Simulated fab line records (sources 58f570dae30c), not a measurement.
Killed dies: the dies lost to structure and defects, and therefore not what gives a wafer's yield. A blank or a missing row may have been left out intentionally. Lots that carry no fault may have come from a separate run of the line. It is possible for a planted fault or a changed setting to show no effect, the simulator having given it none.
Problem report, 8D (eight disciplines) form, completed by code    flow berkeleyCmos170    the parts of the form that need people (team, actions taken, sign-off) are left out

1. WHAT WENT WRONG
At UCB170_V1_SOFTBAKE_08, runLengthS averages 92.47 s over 6 wafers from 2 lots, while fault-free wafers read 89.20 s, standard deviation 0.14. Measured from the usual mean, that is +23 standard deviations.
The step: time 60 s.
The first sign was on wafer L370.1 at day 8 03:50, on lithoTrack-01. At this step, 42 wafers from 14 lots have a number in the record. The rule behind "out" and "out of limits": a value lying over 4 standard deviations away from the usual mean. Any other wafer with a number is counted as sound.

2. WHAT IT IS, WHAT IT ISN'T
question                     is                      is not
which readings at this step  runLengthS              -
which lots                   L370, L373              L363, L364, L365, L366, L367, L368, L371, L372, L380, L381, L382, L383
which wafers of those lots   all that have a number  -
read on which tools          lithoTrack-01           lithoTrack-02, lithoTrack-03
when                         from day 8 03:50        up to then (21 sound wafers); but 15 sound wafers of L372, L380, L381, L382, L383 came after

3. WHAT RULES OUT EACH SUSPECT
Counting: a tool stays on the suspect list if, at a process step up to the reading, it processed all lots that are out and no sound lot following the first of them.
- lithoTrack-01 at UCB170_V1_SOFTBAKE_08 (time 60 s): kept. It processed each lot that is out, first L370 at day 8 03:50, and no sound lot thereafter; up to then, the last sound lot it processed was L368 at day 8 03:23. Its own readings are out on those wafers: runLengthS.
After counting, what remains is lithoTrack-01 at UCB170_V1_SOFTBAKE_08.

4. THE CAUSE (what the simulator had put in)
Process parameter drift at UCB170_V1_SOFTBAKE_08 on lithoTrack-01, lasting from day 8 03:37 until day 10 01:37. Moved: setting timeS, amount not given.
After counting, this tool was the only one left.

5. THE CHAIN OF EFFECTS, in route order
Each row: a reading where the mean over the struck wafers with a number is more than 3 standard deviations away from the usual. Scope: only readings with a usual standard deviation given in the record; hours: median across lots of the time from each lot's start at the first step in this table that gives one to its start at this step; sigmas: change in usual standard deviations.
hours  step                   reading     usual    on struck wafers  change  sigmas
0      UCB170_V1_SOFTBAKE_08  runLengthS  89.20 s  92.47             +3.27   +23
Process steps it contains:
- UCB170_V1_SOFTBAKE_08: time 60 s.
At these later measuring or inspecting steps, every struck wafer for which the step has a row has a number for every such reading, and none has moved that far: UCB170_M3_OVL_MEAS_16.

6. HOW IT WOULD HAVE BEEN CAUGHT EARLIER
0 hours passed between the start of the fault at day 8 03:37 and the first reading out of limits in this record, taken at day 8 03:50.
